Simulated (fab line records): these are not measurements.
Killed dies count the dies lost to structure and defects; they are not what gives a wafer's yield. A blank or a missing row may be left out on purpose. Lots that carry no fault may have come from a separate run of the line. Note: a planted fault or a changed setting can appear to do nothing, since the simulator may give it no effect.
Split-lot experiment -- flow rit_cmos -- on a route of 202 steps: 5 lots, 23 wafers read

== ABOUT THE SPLIT ==
At RIT_NRETRO_COAT_01 (resist thk 1300 nm), the setting resist_thk_nm was moved away from the recipe's 1300 nm on 4 of the 23 wafers read, by -3.8% to -2.5%. The other wafers ran this setting at the recipe's value.

== FROM THE SPLIT TO THE READING: what the file shows between them, 4 steps ==
- RIT_NRETRO_SOFTBAKE_02: time 60 s (also split here: time_s)
- RIT_NRETRO_EXPOSE_03: exposes mask M4, target cd 43900 nm
- RIT_NRETRO_PEB_04
- RIT_NRETRO_DEVELOP_05: develop time 68 s

== THE READING ==
NOVOLAK_of_NRETRO_COAT_01.thk_nm (the simulator's own value, which no gauge read), in nm, at RIT_NRETRO_HARDBAKE_07 (time 120 s). The file gives no usual value for it. Here, 19 wafers ran the recipe; their average is 1139 nm with a standard deviation of 3.9 nm.

wafer,"tool, chamber at the split","resist_thk_nm as run, nm",against the recipe,"NOVOLAK_of_NRETRO_COAT_01.thk_nm, nm",against lot-mates on the recipe
L079.1,"litho_track-01, 0",1300,recipe,1137,-
L079.2,"litho_track-01, 0",1300,recipe,1135,-
L079.3,"litho_track-01, 0",1300,recipe,1136,-
L079.6,"litho_track-01, 0",1300,recipe,1136,-
L079.5,"litho_track-01, 0",1300,recipe,1138,-
L082.1,"litho_track-02, 0",1300,recipe,1139,-
L082.3,"litho_track-02, 0",1300,recipe,1140,-
L082.6,"litho_track-02, 0",1300,recipe,1140,-
L082.4,"litho_track-02, 0",1268,-2.5%,1114,-26
L082.5,"litho_track-02, 0",1268,-2.5%,1114,-26
L083.1,"litho_track-01, 0",1300,recipe,1142,-
L083.3,"litho_track-01, 0",1300,recipe,1142,-
L083.2,"litho_track-01, 0",1300,recipe,1144,-
L083.5,"litho_track-01, 0",1300,recipe,1140,-
L083.6,"litho_track-01, 0",1300,recipe,1147,-
L084.3,"litho_track-03, 0",1300,recipe,1135,-
L084.4,"litho_track-03, 0",1300,recipe,1132,-
L084.5,"litho_track-03, 0",1300,recipe,1136,-
L085.1,"litho_track-03, 0",1300,recipe,1142,-
L085.2,"litho_track-03, 0",1300,recipe,1141,-
L085.3,"litho_track-03, 0",1250,-3.8%,1097,-46
L085.4,"litho_track-03, 0",1250,-3.8%,1100,-43
L085.6,"litho_track-03, 0",1300,recipe,1146,-

FIT RESULTS
A straight line over all 23 wafers: NOVOLAK_of_NRETRO_COAT_01.thk_nm changes by +10.5 nm for each +1% of resist_thk_nm; r = +0.96; the points scatter about the line by 3.7 nm.
The same after taking each lot's own level away (the mean of its wafers on the recipe; 23 wafers): +11.3 nm for each +1%; r = +0.99; scatter 1.9 nm.
That fit puts the effect of the largest move of resist_thk_nm on the reading at 43 nm.
The span of the lots' own levels, 1134.3 to 1143.0 nm, comes to 2.2 times the standard deviation stated above.
Consequently the slope shifts little with the lot-to-lot level, the two slopes agreeing.
Check: with one of the wafers moved furthest among these (-3.8%) left out of the fit, the line predicts -41.7 nm for it against its lot-mates. Against them it came out at -46 nm.

== THE OTHER SPLITS THESE WAFERS WENT THROUGH ==
Other splits were also applied to these wafers ahead of the reading. Each is held against what the fit with the lots' levels taken away leaves over:
other split on the same wafers,wafers away from the commonest value,r with NOVOLAK_of_NRETRO_COAT_01.thk_nm (lot level and that fit taken away)
RIT_ACTIVE_OXIDATION_01 ox_time_s,15,+0.16
RIT_ACTIVE_ETCH_13 over_etch_frac,6,-0.01
RIT_NWELL_IMPLANT_08 dose_cm2,10,+0.07
RIT_PWELL_DEVELOP_05 develop_time_s,8,+0.26
RIT_NRETRO_SOFTBAKE_02 time_s,7,-0.04

== THE WHOLE CHAIN: every reading that the file lists as answering this split, in the file's order ==
step,what it does,reading,change (the file's fit),r (the file's)
RIT_NRETRO_COAT_01,resist thk 1300 nm,"NOVOLAK_of_NRETRO_COAT_01.thk_nm (the simulator's own value, which no gauge read)",+13.1 nm for each +1% of the setting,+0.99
RIT_NRETRO_HARDBAKE_07,time 120 s,"NOVOLAK_of_NRETRO_COAT_01.thk_nm (the simulator's own value, which no gauge read)",+11.3 nm for each +1% of the setting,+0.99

== FILE'S OWN FIT ==
NOVOLAK_of_NRETRO_COAT_01.thk_nm changes by +11.3 nm for each +1% of resist_thk_nm, r = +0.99.
